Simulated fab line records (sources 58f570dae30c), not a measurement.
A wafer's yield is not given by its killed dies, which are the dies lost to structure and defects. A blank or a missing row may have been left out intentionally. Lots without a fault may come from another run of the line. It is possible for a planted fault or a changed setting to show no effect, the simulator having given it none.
One fault through the eyes of 2 desks -- flow berkeley-cmos170 -- each desk holds nothing but its own numbers, with what lay behind them at the end

== THE TOOL OWNER'S DESK: litho-track-01 ==
The tool's own readings at UCB170_NVT_DEVELOP_05 (develop time 45 s): means of the sampled wafers that have a number, for each lot that ran on this tool. Marked OUT: a lot whose mean sits more than 4 standard deviations from the usual mean, which makes it out of limits; the brackets give that distance.
Columns: A = chill-plate-temp-C at UCB170_NVT_DEVELOP_05, usual 22.99 C
lot,first seen here,A
L517,day 8 10:00,23.10
This desk's finding: nothing out of limits on the one lot.

== FROM THE METROLOGY DESK ==
Lot by lot, what the gauges showed, no matter which tool ran the lot: averages of those sampled wafers that carry a number. Marked OUT: a lot whose mean sits more than 4 standard deviations from the usual mean, which makes it out of limits; the brackets give that distance.
Columns: A = SACOX_OXIDE_THK at UCB170_SACOX_THK_MEAS_02, usual 14.4 nm; B = SCREENOX_OXIDE_THK at UCB170_SCREENOX_THK_MEAS_02, usual 14.3 nm; C = NVT_OVL at UCB170_NVT_OVL_MEAS_06, usual 1 nm
lot,first seen here,A,B,C
L510,day 6 21:38,14.1,14.7,2
L513,day 6 21:38,14.0,14.2,-
L511,day 6 21:41,13.6,14.5,-2
L512,day 6 21:42,14.2,14.7,-
L517,day 7 22:55,14.2,13.7,-4
L528,day 10 01:40,14.8,14.8,-3
Result from this desk: across the 6 lots, nothing is out of limits.

== PUT TOGETHER ==
The tool owner's desk saw nothing out of limits.
Nothing out of limits was seen by the metrology desk.

== WHAT HAD BEEN PUT IN BY THE SIMULATOR ==
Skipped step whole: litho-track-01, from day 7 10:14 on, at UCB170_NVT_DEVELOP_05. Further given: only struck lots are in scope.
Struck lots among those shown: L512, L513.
